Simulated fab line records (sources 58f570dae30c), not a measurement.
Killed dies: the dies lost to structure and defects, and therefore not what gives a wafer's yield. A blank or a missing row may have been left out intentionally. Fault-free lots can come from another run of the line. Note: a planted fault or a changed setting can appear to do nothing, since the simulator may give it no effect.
What tool caused it? | flow berkeley_cmos170 | 21 wafers from 7 lots sampled at 3 of the route's 331 steps

WHAT THE GAUGES READ, wafer by wafer
UCB170_SILICIDE_RS_MEAS_02: the measuring method here is four-point-probe.
lot  | measured     | on            | SILICIDE_TI_RS (ohm/sq)
L904 | day 9 01:34  | film_metro-04 | 26.2 26.3 26.2
L907 | day 9 01:47  | film_metro-01 | 27.2 26.1 26.2
L908 | day 9 12:52  | film_metro-02 | 25.8 25.8 25.7
L913 | day 10 18:10 | film_metro-01 | 25.9 26.0 26.9
L915 | day 10 18:22 | film_metro-01 | 17.2 16.9 16.7
L921 | day 12 08:42 | film_metro-01 | 26.3 26.1 26.2
L923 | day 12 22:23 | film_metro-04 | 26.1 26.6 26.5

EACH LOT AND THE TOOL THAT RAN IT (in order: tool; ch and the chambers of the sampled wafers; start)
lot  | UCB170_NSD_STRIP_09                  | UCB170_SILICIDE_SPUTTER_01
L904 | plasma_asher-04 ch 0,1, day 8 22:52  | pvd_sputter-01, day 9 01:23
L907 | plasma_asher-04 ch 0,1, day 8 23:46  | pvd_sputter-02, day 9 01:38
L908 | plasma_asher-01 ch 0,1, day 9 09:59  | pvd_sputter-01, day 9 12:49
L913 | plasma_asher-01 ch 0,1, day 10 16:04 | pvd_sputter-02, day 10 18:04
L915 | plasma_asher-04 ch 0,1, day 10 16:20 | pvd_sputter-02, day 10 18:10
L921 | plasma_asher-01 ch 0,1, day 12 06:44 | pvd_sputter-03, day 12 08:40
L923 | plasma_asher-04 ch 0,1, day 12 19:44 | pvd_sputter-01, day 12 22:22
- UCB170_NSD_STRIP_09: strips in O2.
- UCB170_SILICIDE_SPUTTER_01: material Ti, target thk 30 nm, time 25 s.

THE ANSWER, worked out from the rows above alone
Rule: the usual values come from the lots themselves. Put in order of their means at a reading, lots are off if they are a third of the lots or fewer, leave a main group of 4 or more, and stand apart from it by a gap of 3 or more times the standard deviation of the main group's means; of several such gaps the widest counts. If all means in a main group match to the digits the tables above print for the reading, that group is not used. Also off: a lot with no number at a reading for which 4 or more lots have one. Where the step has rows for the other lots, those lots are counted as sound.
Off: L915, at UCB170_SILICIDE_RS_MEAS_02 (SILICIDE_TI_RS). Mean 26.2 ohm/sq and standard deviation 0.23 in the main group.
A tool fits if, at a process step before that reading, it ran every lot that is off, and no sound lot after the first of them. Those tools and the gauges at UCB170_SILICIDE_RS_MEAS_02 are tried in the same way. One candidate fits, namely pvd_sputter-02 at UCB170_SILICIDE_SPUTTER_01. Its last sound lot is L913 (day 10 18:04), its first lot that is off L915 (day 10 18:10): a fault that began between those two fits.

WHAT THE SIMULATOR HAD PUT IN
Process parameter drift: pvd_sputter-02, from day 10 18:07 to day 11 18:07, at UCB170_SILICIDE_SPUTTER_01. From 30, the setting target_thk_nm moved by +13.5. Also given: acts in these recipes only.
Shown lots that were struck: L915. Same finding as the rule above.
